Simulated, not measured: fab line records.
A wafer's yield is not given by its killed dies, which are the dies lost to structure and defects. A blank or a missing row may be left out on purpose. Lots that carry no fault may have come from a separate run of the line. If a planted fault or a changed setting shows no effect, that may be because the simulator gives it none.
Which tool did it? :: flow berkeley_cmos170 :: 14 lots with 42 wafers sampled at 3 steps, on a route of 331 steps

## WHAT EACH GAUGE READ, for each wafer
UCB170_M1_CD_MEAS_90: the cd target is 700 nm.
lot: L438
measured: day 7 19:22
on: cd_sem-01
cd_nm (nm): 702.8 699.8 698.4

lot: L440
measured: day 9 11:15
on: cd_sem-01
cd_nm (nm): 698.7 697.4 699.3

lot: L441
measured: day 9 11:48
on: cd_sem-01
cd_nm (nm): 700.5 700.9 698.8

lot: L444
measured: day 9 20:17
on: cd_sem-02
cd_nm (nm): 700.1 698.9 698.4

lot: L443
measured: day 9 22:56
on: cd_sem-02
cd_nm (nm): 699.5 698.7 701.0

lot: L448
measured: day 10 19:39
on: cd_sem-01
cd_nm (nm): 700.6 698.3 699.5

lot: L451
measured: day 10 20:11
on: cd_sem-02
cd_nm (nm): 699.8 700.6 700.9

lot: L450
measured: day 10 20:30
on: cd_sem-02
cd_nm (nm): 698.2 693.2 701.8

lot: L449
measured: day 10 20:47
on: cd_sem-01
cd_nm (nm): 698.3 699.6 697.3

lot: L454
measured: day 11 19:59
on: cd_sem-02
cd_nm (nm): 698.2 701.2 698.6

lot: L455
measured: day 12 05:04
on: cd_sem-01
cd_nm (nm): 698.1 699.5 698.7

lot: L458
measured: day 12 15:44
on: cd_sem-02
cd_nm (nm): 701.0 700.5 698.7

lot: L457
measured: day 12 15:51
on: cd_sem-02
cd_nm (nm): 702.2 701.0 701.0

lot: L461
measured: day 14 03:47
on: cd_sem-02
cd_nm (nm): 701.3 701.5 699.9

## WHAT TOOL EACH LOT RAN ON (gives the tool, then ch and the chambers of the sampled wafers, and finally the start)
lot: L438
UCB170_CONTACT_RTA_08: rtp_anneal-01 ch 0, day 7 15:18
UCB170_CONTACT_ETCH_17: rie_diel-01 ch 1,2,3, day 7 16:40

lot: L440
UCB170_CONTACT_RTA_08: rtp_anneal-02 ch 0, day 9 06:28
UCB170_CONTACT_ETCH_17: rie_diel-03 ch 0,1,2, day 9 08:23

lot: L441
UCB170_CONTACT_RTA_08: rtp_anneal-01 ch 0, day 9 06:28
UCB170_CONTACT_ETCH_17: rie_diel-02 ch 1,2,3, day 9 08:38

lot: L444
UCB170_CONTACT_RTA_08: rtp_anneal-01 ch 0, day 9 15:39
UCB170_CONTACT_ETCH_17: rie_diel-03 ch 0,1,3, day 9 16:55

lot: L443
UCB170_CONTACT_RTA_08: rtp_anneal-01 ch 0, day 9 18:31
UCB170_CONTACT_ETCH_17: rie_diel-03 ch 0,1,3, day 9 20:33

lot: L448
UCB170_CONTACT_RTA_08: rtp_anneal-02 ch 0, day 10 15:48
UCB170_CONTACT_ETCH_17: rie_diel-03 ch 0,2, day 10 17:27

lot: L451
UCB170_CONTACT_RTA_08: rtp_anneal-01 ch 0, day 10 16:24
UCB170_CONTACT_ETCH_17: rie_diel-01 ch 0,1,3, day 10 17:57

lot: L450
UCB170_CONTACT_RTA_08: rtp_anneal-02 ch 0, day 10 16:34
UCB170_CONTACT_ETCH_17: rie_diel-02 ch 0,2,3, day 10 18:04

lot: L449
UCB170_CONTACT_RTA_08: rtp_anneal-01 ch 0, day 10 16:49
UCB170_CONTACT_ETCH_17: rie_diel-03 ch 0,1,2, day 10 18:11

lot: L454
UCB170_CONTACT_RTA_08: rtp_anneal-02 ch 0, day 11 16:50
UCB170_CONTACT_ETCH_17: rie_diel-01 ch 0,1,2, day 11 17:54

lot: L455
UCB170_CONTACT_RTA_08: rtp_anneal-02 ch 0, day 11 23:41
UCB170_CONTACT_ETCH_17: rie_diel-01 ch 0,1,3, day 12 01:20

lot: L458
UCB170_CONTACT_RTA_08: rtp_anneal-01 ch 0, day 12 10:16
UCB170_CONTACT_ETCH_17: rie_diel-01 ch 0,2, day 12 11:23

lot: L457
UCB170_CONTACT_RTA_08: rtp_anneal-02 ch 0, day 12 10:38
UCB170_CONTACT_ETCH_17: rie_diel-03 ch 1,2,3, day 12 11:51

lot: L461
UCB170_CONTACT_RTA_08: rtp_anneal-01 ch 0, day 14 00:28
UCB170_CONTACT_ETCH_17: rie_diel-03 ch 2,3, day 14 01:40
- UCB170_CONTACT_RTA_08: time 10 s.
- UCB170_CONTACT_ETCH_17: etches BARC in N2/H2.

## AS READ BY THE TOOLS THEMSELVES (means over the sampled wafers that have a number; for cases with no such wafer, the mark the record gives instead)
UCB170_CONTACT_RTA_08.
lot: L438
tool: rtp_anneal-01
lamp_power_pct (%): 22.3
wafer_temp_C_max: 902.3

lot: L440
tool: rtp_anneal-02
lamp_power_pct (%): 24.2
wafer_temp_C_max: 903.3

lot: L441
tool: rtp_anneal-01
lamp_power_pct (%): 22.3
wafer_temp_C_max: 902.9

lot: L444
tool: rtp_anneal-01
lamp_power_pct (%): 22.3
wafer_temp_C_max: 903.4

lot: L443
tool: rtp_anneal-01
lamp_power_pct (%): 22.3
wafer_temp_C_max: 902.5

lot: L448
tool: rtp_anneal-02
lamp_power_pct (%): 24.2
wafer_temp_C_max: 902.7

lot: L451
tool: rtp_anneal-01
lamp_power_pct (%): 22.3
wafer_temp_C_max: 902.8

lot: L450
tool: rtp_anneal-02
lamp_power_pct (%): 24.2
wafer_temp_C_max: 903.8

lot: L449
tool: rtp_anneal-01
lamp_power_pct (%): 22.3
wafer_temp_C_max: 902.3

lot: L454
tool: rtp_anneal-02
lamp_power_pct (%): 24.2
wafer_temp_C_max: 904.3

lot: L455
tool: rtp_anneal-02
lamp_power_pct (%): 24.2
wafer_temp_C_max: 904.2

lot: L458
tool: rtp_anneal-01
lamp_power_pct (%): 22.3
wafer_temp_C_max: 902.6

lot: L457
tool: rtp_anneal-02
lamp_power_pct (%): 24.2
wafer_temp_C_max: 904.0

lot: L461
tool: rtp_anneal-01
lamp_power_pct (%): 22.3
wafer_temp_C_max: 902.5

UCB170_CONTACT_ETCH_17.
lot: L438
tool: rie_diel-01
bias_w (W): 100.07
drypump_motor_current_A (A): 5.9
oes_product_au (a.u.): 1.005
throttle_valve_pct (%): 13.34

lot: L440
tool: rie_diel-03
bias_w (W): 100.03
drypump_motor_current_A (A): 5.4
oes_product_au (a.u.): 0.997
throttle_valve_pct (%): 13.20

lot: L441
tool: rie_diel-02
bias_w (W): 100.25
drypump_motor_current_A (A): 6.1
oes_product_au (a.u.): 1.020
throttle_valve_pct (%): 13.30

lot: L444
tool: rie_diel-03
bias_w (W): 100.09
drypump_motor_current_A (A): 5.3
oes_product_au (a.u.): 1.001
throttle_valve_pct (%): 13.28

lot: L443
tool: rie_diel-03
bias_w (W): 99.70
drypump_motor_current_A (A): 5.3
oes_product_au (a.u.): 1.002
throttle_valve_pct (%): 13.29

lot: L448
tool: rie_diel-03
bias_w (W): 100.03
drypump_motor_current_A (A): 5.6
oes_product_au (a.u.): 0.993
throttle_valve_pct (%): 13.24

lot: L451
tool: rie_diel-01
bias_w (W): 99.76
drypump_motor_current_A (A): 6.2
oes_product_au (a.u.): 0.991
throttle_valve_pct (%): 13.38

lot: L450
tool: rie_diel-02
bias_w (W): 100.19
drypump_motor_current_A (A): 6.0
oes_product_au (a.u.): 1.008
throttle_valve_pct (%): 13.26

lot: L449
tool: rie_diel-03
bias_w (W): 99.77
drypump_motor_current_A (A): 5.4
oes_product_au (a.u.): 1.001
throttle_valve_pct (%): 13.20

lot: L454
tool: rie_diel-01
bias_w (W): 99.80
drypump_motor_current_A (A): 6.2
oes_product_au (a.u.): 0.991
throttle_valve_pct (%): 13.45

lot: L455
tool: rie_diel-01
bias_w (W): 99.97
drypump_motor_current_A (A): 6.2
oes_product_au (a.u.): 0.999
throttle_valve_pct (%): 13.37

lot: L458
tool: rie_diel-01
bias_w (W): 99.61
drypump_motor_current_A (A): 6.2
oes_product_au (a.u.): 0.993
throttle_valve_pct (%): 13.34

lot: L457
tool: rie_diel-03
bias_w (W): 100.01
drypump_motor_current_A (A): 5.1
oes_product_au (a.u.): 1.014
throttle_valve_pct (%): 13.19

lot: L461
tool: rie_diel-03
bias_w (W): 99.78
drypump_motor_current_A (A): 5.0
oes_product_au (a.u.): 1.015
throttle_valve_pct (%): 13.20

## THE ANSWER, worked out from the rows above alone
Rule: usual is defined by the lots themselves. The widest of any qualifying gaps counts: lots, ordered by their means at a reading, are off when they make up no more than a third of the lots, leave a main group of 4 or more, and stand apart from it by 3 or more times the standard deviation of that group's means. A main group whose means are all the same, to the digits that the tables above print for the reading, isn't used. A lot without any number at a reading at which 4 lots or more have one is off too. All remaining lots with rows at the step are treated as sound. The gauges are gone through in route order, then the tools' own readings, and for those a lot's mean is taken as printed above. At the first step where some lot is off, the reading lying furthest off is the one used; lots without a number count as furthest.
No lot is off on any of the readings shown, so nothing can be concluded from this.

## WHAT THE SIMULATOR HAD INSERTED
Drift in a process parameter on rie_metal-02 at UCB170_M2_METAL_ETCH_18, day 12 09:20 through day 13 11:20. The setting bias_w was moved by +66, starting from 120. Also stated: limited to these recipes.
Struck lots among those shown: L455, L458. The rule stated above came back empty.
